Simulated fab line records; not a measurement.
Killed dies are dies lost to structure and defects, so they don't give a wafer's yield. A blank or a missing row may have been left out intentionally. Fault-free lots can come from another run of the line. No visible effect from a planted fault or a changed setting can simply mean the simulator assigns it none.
The same fault as seen by 2 desks + flow berkeleyCmos170 + only its own numbers are on each desk; what lay behind them is given at the end

METROLOGY DESK
Lot by lot, what the gauges showed, no matter which tool ran the lot: averages of those sampled wafers that carry a number. If a lot's mean is further than 4 standard deviations from the usual mean, the lot is out of limits and carries the mark OUT (the distance appears in the brackets).
Columns: A = PWELL_NITRIDE_THK at UCB170_PWELL_THK_MEAS_06, usual 219.3 nm; B = NVT_OVL at UCB170_NVT_OVL_MEAS_06, usual 5 nm; C = FIELD_OXIDE_LEFT_2_THK at UCB170_FIELD_THK_MEAS_91, usual 356 nm; D = GATE_OVL at UCB170_GATE_OVL_MEAS_13, usual 1 nm
| lot  | first seen here | A               | B  | C   | D  |
|------|-----------------|-----------------|----|-----|----|
| L413 | day 2 23:55     | 219.0           | -2 | 350 | 0  |
| L414 | day 3 16:41     | 219.0           | -1 | 351 | 1  |
| L418 | day 4 01:29     | 220.1           | 7  | 355 | 2  |
| L417 | day 4 09:04     | 220.0           | 1  | 356 | -2 |
| L419 | day 4 09:05     | 217.6           | 8  | 362 | 7  |
| L422 | day 4 17:40     | 218.1           | 1  | 354 | 3  |
| L421 | day 4 17:46     | 222.3           | 9  | 365 | 3  |
| L425 | day 5 19:45     | 216.7           | 1  | 355 | 3  |
| L428 | day 6 12:08     | 221.0           | 4  | 353 | -2 |
| L431 | day 6 20:25     | 270.2 (+27) OUT | 7  | 354 | 1  |
| L430 | day 6 20:25     | 268.6 (+26) OUT | 18 | 342 | 2  |
| L434 | day 7 14:11     | 222.0           | 11 | 369 | 8  |
| L435 | day 7 14:11     | 218.9           | 4  | 359 | 5  |
| L436 | day 7 23:23     | 219.1           | 1  | 342 | -1 |
This desk finds L430, L431 out of limits, with the earliest case on L431 at day 6 20:25 (PWELL_NITRIDE_THK at UCB170_PWELL_THK_MEAS_06). Within limits: L413, L414, L418, L417, L419, L422, L421, L425, L428, L434, L435, L436.

THE TOOL OWNER'S DESK: lpcvd-01
The tool's own readings at UCB170_PWELL_CVD_05 (deposits Si3N4 from SiH2Cl2/NH3, target thk 220 nm, time 3300 s): means of the sampled wafers that have a number, for each lot that ran on this tool. If a lot's mean is further than 4 standard deviations from the usual mean, the lot is out of limits and carries the mark OUT (the distance appears in the brackets).
Columns: A = susceptorTempC at UCB170_PWELL_CVD_05, usual 800.0 C
| lot  | first seen here | A     |
|------|-----------------|-------|
| L413 | day 2 21:56     | 800.0 |
| L414 | day 3 14:46     | 800.2 |
| L421 | day 4 15:43     | 800.2 |
| L422 | day 4 15:43     | 800.0 |
| L430 | day 6 18:29     | 799.9 |
| L431 | day 6 18:29     | 800.4 |
Finding of this desk: none of the 6 lots has anything out of limits.

BROUGHT TOGETHER
Metrology desk: alarm possible at day 6 20:25 on L430, L431.
The tool owner's desk saw nothing out of limits.
On record at the tool owner's desk: L430, L431, within its limits.
All the named lots went through UCB170_PWELL_CVD_05 on lpcvd-01.

WHAT THE SIMULATOR HAD INSERTED
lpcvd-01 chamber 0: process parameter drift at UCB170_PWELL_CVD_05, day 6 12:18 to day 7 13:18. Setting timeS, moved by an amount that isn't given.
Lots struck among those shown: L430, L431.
Delay in hours, fault start to first out-of-limits reading, per desk: metrology desk 8.
